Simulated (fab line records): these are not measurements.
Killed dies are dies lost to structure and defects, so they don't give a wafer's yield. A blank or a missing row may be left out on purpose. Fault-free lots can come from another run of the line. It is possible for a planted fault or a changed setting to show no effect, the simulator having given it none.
Which tool is to blame? + flow ritCmos + 14 lots, 42 wafers sampled, at 3 steps of a route of 202

## WHAT THE GAUGES SHOWED, per wafer
RIT_SILICIDE_RS_MEAS_02: measurement is done with a four-point probe. Usual: SILICIDE_TI_RS typically reads 47.8 ohm/sq, with standard deviation 0.95.
| lot  | measured    | on           | SILICIDE_TI_RS (ohm/sq) | flag |
|------|-------------|--------------|-------------------------|------|
| L633 | day 3 03:31 | filmMetro-01 | 49.5 48.7 49.0          |      |
| L634 | day 3 08:32 | filmMetro-03 | 48.9 47.2 49.3          |      |
| L635 | day 3 15:08 | filmMetro-03 | 48.2 47.0 47.7          |      |
| L636 | day 3 18:49 | filmMetro-03 | 46.6 47.6 47.1          |      |
| L637 | day 3 23:41 | filmMetro-01 | 48.9 48.3 48.8          |      |
| L638 | day 4 03:37 | filmMetro-01 | 49.4 48.2 47.4          |      |
| L639 | day 4 08:11 | filmMetro-01 | 48.7 48.5 48.9          |      |
| L640 | day 4 14:19 | filmMetro-02 | 46.6 46.9 46.2          |      |
| L641 | day 4 18:56 | filmMetro-02 | 49.0 49.4 48.5          |      |
| L647 | day 6 00:16 | filmMetro-02 | 47.7 49.1 29.9          | OFF  |
| L649 | day 6 09:46 | filmMetro-03 | 47.4 29.4 47.0          | OFF  |
| L652 | day 7 00:27 | filmMetro-03 | 47.8 47.8 48.2          |      |
| L654 | day 7 11:38 | filmMetro-01 | 49.3 48.3 48.9          |      |
| L656 | day 7 23:33 | filmMetro-03 | 47.7 48.2 48.0          |      |

RIT_SILICIDE_THK_MEAS_03: measures by xrf. Usual: SILICIDE_TI_THK typically reads 30.0 nm, with standard deviation 0.49.
| lot  | measured    | on           | SILICIDE_TI_THK (nm) | flag |
|------|-------------|--------------|----------------------|------|
| L633 | day 3 03:37 | filmMetro-01 | 29.4 29.9 29.7       |      |
| L634 | day 3 08:38 | filmMetro-03 | 29.5 30.3 29.2       |      |
| L635 | day 3 15:15 | filmMetro-03 | 29.8 30.3 30.1       |      |
| L636 | day 3 18:56 | filmMetro-03 | 30.5 30.0 30.3       |      |
| L637 | day 3 23:49 | filmMetro-01 | 29.6 30.0 29.9       |      |
| L638 | day 4 03:44 | filmMetro-01 | 29.3 29.9 30.4       |      |
| L639 | day 4 08:18 | filmMetro-01 | 29.9 29.8 29.5       |      |
| L640 | day 4 14:25 | filmMetro-02 | 30.7 30.6 31.1       |      |
| L641 | day 4 19:03 | filmMetro-02 | 29.5 29.3 29.7       |      |
| L647 | day 6 00:23 | filmMetro-02 | 29.9 29.5 43.6       | OFF  |
| L649 | day 6 09:52 | filmMetro-03 | 30.2 44.2 30.2       | OFF  |
| L652 | day 7 00:34 | filmMetro-03 | 29.8 30.1 29.8       |      |
| L654 | day 7 11:46 | filmMetro-01 | 29.3 29.7 29.4       |      |
| L656 | day 7 23:40 | filmMetro-03 | 29.9 29.8 29.9       |      |

## WHICH TOOL RAN EACH LOT (tool, then ch and the chambers of the sampled wafers, then the start)
| lot  | RIT_SILICIDE_SPUTTER_01    |
|------|----------------------------|
| L633 | pvdSputter-03, day 3 03:20 |
| L634 | pvdSputter-02, day 3 08:20 |
| L635 | pvdSputter-01, day 3 14:58 |
| L636 | pvdSputter-02, day 3 18:39 |
| L637 | pvdSputter-01, day 3 23:32 |
| L638 | pvdSputter-02, day 4 03:28 |
| L639 | pvdSputter-01, day 4 08:01 |
| L640 | pvdSputter-02, day 4 14:07 |
| L641 | pvdSputter-01, day 4 18:46 |
| L647 | pvdSputter-02, day 6 00:07 |
| L649 | pvdSputter-02, day 6 09:35 |
| L652 | pvdSputter-03, day 7 00:18 |
| L654 | pvdSputter-03, day 7 11:29 |
| L656 | pvdSputter-03, day 7 23:24 |
- RIT_SILICIDE_SPUTTER_01: material Ti, target thk 30 nm, time 240 s.

## WHAT THE TOOLS THEMSELVES READ (means of the sampled wafers that have a number; where no wafer has one, the mark that the record gives instead)
RIT_SILICIDE_SPUTTER_01. Usual: throttleValvePct 30.0 %, standard deviation 0.96.
| lot  | tool          | throttleValvePct (%) | flag |
|------|---------------|----------------------|------|
| L633 | pvdSputter-03 | 30.6                 |      |
| L634 | pvdSputter-02 | 29.9                 |      |
| L635 | pvdSputter-01 | 29.7                 |      |
| L636 | pvdSputter-02 | 30.6                 |      |
| L637 | pvdSputter-01 | 29.6                 |      |
| L638 | pvdSputter-02 | 29.3                 |      |
| L639 | pvdSputter-01 | 29.7                 |      |
| L640 | pvdSputter-02 | 30.1                 |      |
| L641 | pvdSputter-01 | 29.6                 |      |
| L647 | pvdSputter-02 | 29.3                 |      |
| L649 | pvdSputter-02 | 28.7                 |      |
| L652 | pvdSputter-03 | 30.4                 |      |
| L654 | pvdSputter-03 | 30.3                 |      |
| L656 | pvdSputter-03 | 30.6                 |      |

## THE ANSWER, worked out from the rows above alone
Rule: a lot counts as off when the mean over its wafers that have a number is more than 3 standard deviations away from the usual mean. Also off: a lot with no number at a reading for which 4 or more lots have one. The other lots that the step has rows for count as sound. Order of review: gauges by route order, followed by the tools' own readings, for which a lot's mean as printed above is used. At the first step where some lot is off, the reading lying furthest off is the one used; lots without a number count as furthest.
Off: L647, L649, at RIT_SILICIDE_RS_MEAS_02 (SILICIDE_TI_RS).
A tool fits if, at a process step before that reading, it ran every lot that is off, and no sound lot after the first of them. Those tools and the gauges at RIT_SILICIDE_RS_MEAS_02 are tried in the same way. One candidate fits, namely pvdSputter-02 at RIT_SILICIDE_SPUTTER_01. A fault onset in the window from L640 (day 4 14:07, its last sound lot) to L647 (day 6 00:07, its first lot off) fits.

## WHAT THE SIMULATOR HAD INSERTED
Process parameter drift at RIT_SILICIDE_SPUTTER_01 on pvdSputter-02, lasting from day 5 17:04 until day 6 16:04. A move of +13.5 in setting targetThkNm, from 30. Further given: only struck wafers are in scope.
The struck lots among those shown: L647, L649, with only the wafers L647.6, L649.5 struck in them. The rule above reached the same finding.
